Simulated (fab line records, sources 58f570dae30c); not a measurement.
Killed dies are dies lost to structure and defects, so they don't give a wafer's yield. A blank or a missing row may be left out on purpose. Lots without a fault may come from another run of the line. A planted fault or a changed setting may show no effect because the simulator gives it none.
A sampling plan put to the test | flow berkeley_cmos170 | one fab line, 33 faults that these records tell of, each judged on the records of the lots that it struck
The plan is the line's own looks: the steps of the route at which a gauge or an inspection reads the wafer and doesn't change it. A look can be judged if struck wafers have a number there and the file gives its usual mean and standard deviation on fault-free wafers. Caught: at a look after the fault's first step, the mean of the struck wafers lies 4 or more of those standard deviations (sigma) from the usual mean. On the tool: the same test on the tool's own readings at the fault's steps. Another recipe on the struck wafers, or a record that is blank for them alone, also counts as caught.

THE FAULTS, as the simulator had put them in
1. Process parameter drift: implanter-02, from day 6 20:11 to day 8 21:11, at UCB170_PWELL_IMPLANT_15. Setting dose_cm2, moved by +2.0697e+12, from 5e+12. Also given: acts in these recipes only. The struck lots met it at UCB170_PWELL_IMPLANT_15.
2. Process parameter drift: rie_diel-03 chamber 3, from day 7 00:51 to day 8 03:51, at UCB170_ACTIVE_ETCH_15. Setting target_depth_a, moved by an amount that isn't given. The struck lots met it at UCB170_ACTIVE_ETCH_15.
3. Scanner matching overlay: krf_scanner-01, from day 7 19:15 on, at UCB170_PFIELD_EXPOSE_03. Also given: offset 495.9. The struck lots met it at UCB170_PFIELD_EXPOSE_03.
4. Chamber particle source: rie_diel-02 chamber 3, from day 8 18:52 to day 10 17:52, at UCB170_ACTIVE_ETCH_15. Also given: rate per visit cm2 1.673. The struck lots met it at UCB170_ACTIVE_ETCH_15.
5. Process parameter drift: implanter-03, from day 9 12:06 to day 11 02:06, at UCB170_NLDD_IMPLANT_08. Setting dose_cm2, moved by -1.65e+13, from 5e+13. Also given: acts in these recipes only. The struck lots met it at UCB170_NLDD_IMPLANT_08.
6. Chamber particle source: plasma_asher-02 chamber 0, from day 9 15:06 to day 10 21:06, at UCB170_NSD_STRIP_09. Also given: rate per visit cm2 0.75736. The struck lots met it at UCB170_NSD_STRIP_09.
7. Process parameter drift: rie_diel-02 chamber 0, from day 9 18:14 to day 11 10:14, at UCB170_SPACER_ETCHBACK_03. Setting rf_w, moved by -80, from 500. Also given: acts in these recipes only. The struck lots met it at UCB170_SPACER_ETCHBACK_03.
8. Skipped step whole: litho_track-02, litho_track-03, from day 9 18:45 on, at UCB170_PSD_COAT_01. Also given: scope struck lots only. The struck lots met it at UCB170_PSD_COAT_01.
9. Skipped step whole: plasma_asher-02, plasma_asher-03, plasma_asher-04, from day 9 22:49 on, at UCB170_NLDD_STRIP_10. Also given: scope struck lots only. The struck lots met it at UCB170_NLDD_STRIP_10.
10. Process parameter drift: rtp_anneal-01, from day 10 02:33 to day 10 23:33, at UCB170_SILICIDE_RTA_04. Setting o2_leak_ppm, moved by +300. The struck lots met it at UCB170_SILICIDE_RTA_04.
11. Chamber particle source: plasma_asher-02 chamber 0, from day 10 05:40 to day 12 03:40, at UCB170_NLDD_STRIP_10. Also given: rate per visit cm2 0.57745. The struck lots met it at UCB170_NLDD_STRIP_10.
12. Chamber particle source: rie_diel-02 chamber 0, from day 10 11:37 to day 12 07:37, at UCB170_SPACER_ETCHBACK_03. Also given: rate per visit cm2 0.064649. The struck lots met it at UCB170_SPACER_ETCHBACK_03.
13. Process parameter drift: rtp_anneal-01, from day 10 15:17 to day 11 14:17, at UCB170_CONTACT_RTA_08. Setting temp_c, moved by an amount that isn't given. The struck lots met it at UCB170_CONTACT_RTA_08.
14. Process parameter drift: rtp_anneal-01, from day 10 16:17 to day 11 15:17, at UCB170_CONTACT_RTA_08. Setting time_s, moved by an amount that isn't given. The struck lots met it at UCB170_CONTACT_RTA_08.
15. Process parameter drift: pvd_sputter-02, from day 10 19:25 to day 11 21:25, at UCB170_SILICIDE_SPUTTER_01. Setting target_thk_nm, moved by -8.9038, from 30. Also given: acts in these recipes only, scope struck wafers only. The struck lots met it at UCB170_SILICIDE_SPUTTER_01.
16. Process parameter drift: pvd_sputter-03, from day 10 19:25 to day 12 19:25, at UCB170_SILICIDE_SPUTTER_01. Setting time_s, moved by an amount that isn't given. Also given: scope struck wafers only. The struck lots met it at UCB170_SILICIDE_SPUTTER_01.
17. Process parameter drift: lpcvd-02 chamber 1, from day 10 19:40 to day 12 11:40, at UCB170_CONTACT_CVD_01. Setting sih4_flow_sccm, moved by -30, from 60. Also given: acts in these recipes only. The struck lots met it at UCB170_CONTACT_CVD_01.
18. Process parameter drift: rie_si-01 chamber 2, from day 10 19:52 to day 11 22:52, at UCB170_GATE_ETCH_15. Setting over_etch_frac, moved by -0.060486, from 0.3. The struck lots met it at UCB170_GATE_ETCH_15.
19. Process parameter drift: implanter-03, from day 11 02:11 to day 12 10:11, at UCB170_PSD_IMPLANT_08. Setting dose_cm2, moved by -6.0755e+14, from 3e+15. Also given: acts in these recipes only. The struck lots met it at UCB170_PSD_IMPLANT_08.
20. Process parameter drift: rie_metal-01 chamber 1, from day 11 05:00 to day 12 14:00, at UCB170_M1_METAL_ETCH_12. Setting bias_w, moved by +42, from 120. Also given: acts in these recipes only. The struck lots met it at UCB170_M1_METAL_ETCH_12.
21. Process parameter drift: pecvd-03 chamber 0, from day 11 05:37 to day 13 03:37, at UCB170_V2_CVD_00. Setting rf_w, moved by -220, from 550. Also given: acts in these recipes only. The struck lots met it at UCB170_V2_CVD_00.
22. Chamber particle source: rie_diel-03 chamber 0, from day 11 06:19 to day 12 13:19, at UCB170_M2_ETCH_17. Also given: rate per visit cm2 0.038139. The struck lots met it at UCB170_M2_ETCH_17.
23. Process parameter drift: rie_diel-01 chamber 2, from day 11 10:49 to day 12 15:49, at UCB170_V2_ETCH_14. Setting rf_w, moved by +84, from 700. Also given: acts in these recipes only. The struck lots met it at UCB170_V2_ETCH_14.
24. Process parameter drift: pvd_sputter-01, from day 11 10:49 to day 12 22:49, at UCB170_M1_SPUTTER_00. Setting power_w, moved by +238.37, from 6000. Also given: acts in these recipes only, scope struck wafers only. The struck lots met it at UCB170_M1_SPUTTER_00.
25. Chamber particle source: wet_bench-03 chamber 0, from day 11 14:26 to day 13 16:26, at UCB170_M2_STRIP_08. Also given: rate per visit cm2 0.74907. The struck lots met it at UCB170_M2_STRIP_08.
26. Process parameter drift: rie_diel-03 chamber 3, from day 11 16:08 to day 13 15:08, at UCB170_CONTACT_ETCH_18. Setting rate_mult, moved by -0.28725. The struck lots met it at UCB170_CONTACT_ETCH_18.
27. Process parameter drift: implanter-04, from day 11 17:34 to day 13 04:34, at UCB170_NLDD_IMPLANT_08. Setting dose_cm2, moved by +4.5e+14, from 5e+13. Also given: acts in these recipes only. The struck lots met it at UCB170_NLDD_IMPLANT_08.
28. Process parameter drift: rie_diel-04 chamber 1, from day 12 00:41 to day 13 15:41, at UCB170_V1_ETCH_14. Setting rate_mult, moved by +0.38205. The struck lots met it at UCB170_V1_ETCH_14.
29. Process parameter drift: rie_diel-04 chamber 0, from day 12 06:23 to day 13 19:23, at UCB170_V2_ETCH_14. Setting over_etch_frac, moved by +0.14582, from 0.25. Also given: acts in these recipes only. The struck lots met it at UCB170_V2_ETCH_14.
30. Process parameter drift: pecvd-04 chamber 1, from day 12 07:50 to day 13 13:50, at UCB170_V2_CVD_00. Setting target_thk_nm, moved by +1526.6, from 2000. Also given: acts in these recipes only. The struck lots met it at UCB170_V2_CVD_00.
31. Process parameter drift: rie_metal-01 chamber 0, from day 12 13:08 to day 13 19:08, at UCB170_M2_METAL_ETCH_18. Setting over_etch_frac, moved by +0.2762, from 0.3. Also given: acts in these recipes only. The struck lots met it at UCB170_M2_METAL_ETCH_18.
32. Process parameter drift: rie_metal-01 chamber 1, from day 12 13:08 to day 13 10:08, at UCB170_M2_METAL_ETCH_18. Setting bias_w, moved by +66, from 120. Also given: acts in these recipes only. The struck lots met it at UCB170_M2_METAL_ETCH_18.
33. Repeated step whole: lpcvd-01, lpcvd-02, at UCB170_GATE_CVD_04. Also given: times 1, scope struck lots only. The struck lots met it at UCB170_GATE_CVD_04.

WHAT THE PLAN SAW
fault | on the tool itself                               | first look that catches it                      | reading, sigma                                      | median hours from its first step to that look | hours from the fault's start to the first struck lot there | judged looks passed uncaught
1     | dose_ions_cm2 +99 or beyond sigma                | UCB170_PWELL_TW_MEAS_17                         | PWELL_TW +10                                        | 0.2                                           | 1                                                          | 0
2     | oes_product_au -5.5 sigma                        | no look after it can be judged                  | -                                                   | -                                             | -                                                          | 0
3     | under 2 sigma                                    | UCB170_PFIELD_OVL_MEAS_06                       | PFIELD_OVL +99 or beyond                            | 1.2                                           | 1                                                          | 0
4     | under 2 sigma                                    | none of the 7 looks that can be judged after it | -                                                   | -                                             | -                                                          | 7
5     | dose_ions_cm2 -99 or beyond sigma                | UCB170_NLDD_TW_MEAS_11                          | NLDD_TW -6.0                                        | 0.4                                           | 9                                                          | 0
6     | under 2 sigma                                    | none of the 2 looks that can be judged after it | -                                                   | -                                             | -                                                          | 2
7     | rf_fwd_power_W -51 sigma                         | no look after it can be judged                  | -                                                   | -                                             | -                                                          | 0
8     | the tool's record is blank for the struck wafers | no look after it can be judged                  | -                                                   | -                                             | -                                                          | 0
9     | the tool's record is blank for the struck wafers | UCB170_PSD_TW_MEAS_10                           | PSD_TW -99 or beyond                                | 6.6                                           | 8                                                          | 0
10    | chamber_o2_ppm +99 or beyond sigma               | no look after it can be judged                  | -                                                   | -                                             | -                                                          | 0
11    | under 2 sigma                                    | none of the 2 looks that can be judged after it | -                                                   | -                                             | -                                                          | 2
12    | only faintly: drypump_motor_current_A -2.0 sigma | none of the 2 looks that can be judged after it | -                                                   | -                                             | -                                                          | 2
13    | wafer_temp_C_max -8.2 sigma                      | no look after it can be judged                  | -                                                   | -                                             | -                                                          | 0
14    | under 2 sigma                                    | none of the 8 looks that can be judged after it | -                                                   | -                                             | -                                                          | 8
15    | under 2 sigma                                    | UCB170_SILICIDE_RS_MEAS_02                      | SILICIDE_TI_RS +32                                  | 0.1                                           | 8                                                          | 0
16    | under 2 sigma                                    | UCB170_SILICIDE_RS_MEAS_02                      | SILICIDE_TI_RS +14                                  | 0.1                                           | 8                                                          | 0
17    | sih4_flow_sccm -99 or beyond sigma               | UCB170_CONTACT_THK_MEAS_02                      | CONTACT_PSG_THK -16                                 | 1.8                                           | 22                                                         | 0
18    | only faintly: oes_product_au +2.5 sigma          | no look after it can be judged                  | -                                                   | -                                             | -                                                          | 0
19    | dose_ions_cm2 -99 or beyond sigma                | UCB170_PSD_TW_MEAS_10                           | PSD_TW -7.3                                         | 0.2                                           | 6                                                          | 0
20    | bias_w +99 or beyond sigma                       | no look after it can be judged                  | -                                                   | -                                             | -                                                          | 0
21    | rf_fwd_power_W -99 or beyond sigma               | UCB170_V2_THK_MEAS_01                           | V2_TEOS_THK -10                                     | 0.1                                           | 1                                                          | 0
22    | under 2 sigma                                    | not the one look that can be judged after it    | -                                                   | -                                             | -                                                          | 1
23    | rf_fwd_power_W +37 sigma                         | not the one look that can be judged after it    | -                                                   | -                                             | -                                                          | 1
24    | cathode_dc_power_W +99 or beyond sigma           | none of the 4 looks that can be judged after it | strongest: M1_AL_THK at UCB170_M1_THK_MEAS_02, +2.0 | -                                             | -                                                          | 4
25    | under 2 sigma                                    | no look after it can be judged                  | -                                                   | -                                             | -                                                          | 0
26    | oes_product_au -4.8 sigma                        | no look after it can be judged                  | -                                                   | -                                             | -                                                          | 0
27    | dose_ions_cm2 +99 or beyond sigma                | UCB170_NLDD_TW_MEAS_11                          | NLDD_TW +49                                         | 0.4                                           | 7                                                          | 0
28    | under 2 sigma                                    | not the one look that can be judged after it    | strongest: cd_nm at UCB170_V1_CD_MEAS_90, +3.4      | -                                             | -                                                          | 1
29    | oes_product_au -5.0 sigma                        | not the one look that can be judged after it    | -                                                   | -                                             | -                                                          | 1
30    | under 2 sigma                                    | UCB170_V2_THK_MEAS_01                           | V2_TEOS_THK +59                                     | 0.2                                           | 2                                                          | 0
31    | oes_product_au -7.9 sigma                        | not the one look that can be judged after it    | strongest: cd_nm at UCB170_M2_CD_MEAS_90, -3.0      | -                                             | -                                                          | 1
32    | bias_w +99 or beyond sigma                       | not the one look that can be judged after it    | -                                                   | -                                             | -                                                          | 1
33    | no reading that can be judged                    | UCB170_GATE_THK_MEAS_05                         | GATE_POLY_THK +99 or beyond                         | 3.0                                           | -                                                          | 0
A dash: the fault isn't caught, or these records don't give the number.

Caught at a look: 12 of 33. Caught on the tool: 19 of 33. By one or the other: 24 of 33.
Caught on the tool alone: faults 2, 7, 8, 10, 13, 20, 23, 24, 26, 29, 31, 32.
Caught at a look alone: faults 3, 15, 16, 30, 33.
Caught by neither: faults 4, 6, 11, 12, 14, 18, 22, 25, 28.

THINNER SAMPLING
If the look that catches a fault measured only every second or every third lot, by lot number, the first struck lot would be measured this late in the worst case:
fault | struck lots at that look, in order of time | every lot | every second lot | every third lot
1     | L917, L919                                 | 1 h       | may miss all 2   | may miss all 2
3     | L138, L143, L141, L140                     | 1 h       | 14 h             | may miss all 4
5     | L192, L190, L189                           | 9 h       | 12 h             | may miss all 3
9     | L842, L846, L844                           | 8 h       | may miss all 3   | 8 h
15    | L278, L281                                 | 8 h       | 19 h             | may miss all 2
16    | L239, L240                                 | 8 h       | 20 h             | may miss all 2
17    | L434                                       | 22 h      | may miss it      | may miss it
19    | L322, L325, L326                           | 6 h       | 7 h              | may miss all 3
21    | L780, L784                                 | 1 h       | may miss all 2   | may miss all 2
27    | L817, L819                                 | 7 h       | may miss all 2   | may miss all 2
30    | L242                                       | 2 h       | may miss it      | may miss it
Hours are from the fault's start to the first struck lot that is measured. The limit of 4 sigma was tested on all struck wafers together, so one lot alone may lie under it. Other struck lots may not be in these records.

THE LONGEST TIMED WAY FROM STEP TO LOOK
Fault 9: a median of 6.6 hours passes between UCB170_NLDD_STRIP_10 and UCB170_PSD_TW_MEAS_10. No look between them can be judged.
